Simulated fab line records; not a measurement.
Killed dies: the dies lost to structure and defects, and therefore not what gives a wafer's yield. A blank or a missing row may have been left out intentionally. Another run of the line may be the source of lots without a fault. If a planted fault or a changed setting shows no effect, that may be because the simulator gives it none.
Comparing a struck lot with a sound one ; flow ritCmos ; 15 steps out of a route of 202
Sound: wafers L325.1, L325.3, L325.6. Struck: wafers L329.1, L329.2, L329.5. The cause comes at the end.
At each step with rows: each side's tool, then ch and its chambers, then its first start. Under that, the readings that differ: sound wafers ; struck wafers ; difference of the means ; sigmas: that difference in standard deviations of wafers without a fault.
alike: same words and numbers on both sides, and readings whose means sit less than 2 such deviations apart. not compared: any withheld reading, any reading some wafer has no value for, any bound like >300 that may hide the same value, and any number with overlapping values for which the record gives no deviation.
The two part at a step that has a row with sigmas, a row that says differs or no value, or rows on one side only. Numbers that have no deviation but don't overlap get no sigmas and don't part them. Lack of a reading on every wafer of one side parts them only where that side has two or more wafers.

first, 1 step without rows for these wafers: RIT_NLDD_IMPLANT_08.
RIT_NLDD_STRIP_09: strips in O2, time 180 s.
  sound on plasmaAsher-01 ch 0,1, day 3 08:56; struck on plasmaAsher-02 ch 0,1, day 4 03:49
reading;sound;struck;difference;sigmas
runLengthS (s);209.0 209.0 208.5;207.5 207.4 207.6;-1.3;-2
  alike: drypumpMotorCurrentA, o2FlowSccm
  not compared: rfHoursCounterH
RIT_NLDD_TW_MEAS_10:
  sound on filmMetro-02 at day 3 09:07; struck on filmMetro-04 at day 4 03:59
reading;sound;struck;difference;sigmas
NLDD_TW;2470 2460 2454;2521 2527 2525;+63;+3
then, 6 steps without rows for these wafers: RIT_PLDD_HMDS_00 (prime time 60 s); RIT_PLDD_COAT_01 (resist thk 1000 nm); RIT_PLDD_SOFTBAKE_02 (time 60 s); RIT_PLDD_EXPOSE_03 (exposes mask M8, target cd 40900 nm); RIT_PLDD_PEB_04; RIT_PLDD_DEVELOP_05 (develop time 50 s).
RIT_PLDD_OVL_MEAS_06:
  sound on overlay-01 at day 3 10:09; struck on overlay-02 at day 4 04:54
reading;sound;struck;difference;sigmas
PLDD_OVL (nm);0.5 1.1 -0.2;-2.7 -2.6 -4.1;-3.6;-3
then, 2 steps without rows for these wafers: RIT_PLDD_HARDBAKE_07 (time 60 s); RIT_PLDD_IMPLANT_08.
RIT_PLDD_STRIP_09: strips in O2, time 180 s.
  sound on plasmaAsher-04 ch 1, day 3 10:29; struck on plasmaAsher-01 ch 0,1, day 4 05:14
reading;sound;struck;difference;sigmas
drypumpMotorCurrentA (A);6.9 6.9 6.9;5.8 5.1 5.8;-1.3;-2
runLengthS (s);209.1 208.6 209.1;72.3 72.4 72.2;-136.6;-99 or more
model.NOVOLAK_of_PLDD_COAT_01.thkNm (nm);0 0 0;221.8 222.5 221.2;+221.8;
  alike: o2FlowSccm
  not compared: rfHoursCounterH
RIT_PLDD_TW_MEAS_10:
  sound on filmMetro-03 at day 3 10:40; struck on filmMetro-03 at day 4 05:25
  alike: PLDD_TW
RIT_M1_PROBE_99:
  sound on prober-02 at day 4 00:14; struck on prober-02 at day 4 19:47
reading;sound;struck;difference;sigmas
hold;- - -;awaitDispo/8.0h/scrap awaitDispo/8.0h/scrap awaitDispo/8.0h/scrap;no value on the sound wafers;
killed_at_M0_to_M3;0 0 0;0 1 0;+0;+3
killedAtContacts;0 0 0;1 0 0;+0;+2
killedAtFrontEnd;7 5 4;263 263 264;+258;+96
killedDies;7 5 4;264 264 264;+259;+96
killedOnRim;3 2 0;70 70 70;+68;+57
  alike: killedOpen, killedShort

== WHERE THEY PART ==
Earliest at RIT_NLDD_STRIP_09; latest, in this record, at RIT_M1_PROBE_99.

WHY: whatever the simulator had introduced
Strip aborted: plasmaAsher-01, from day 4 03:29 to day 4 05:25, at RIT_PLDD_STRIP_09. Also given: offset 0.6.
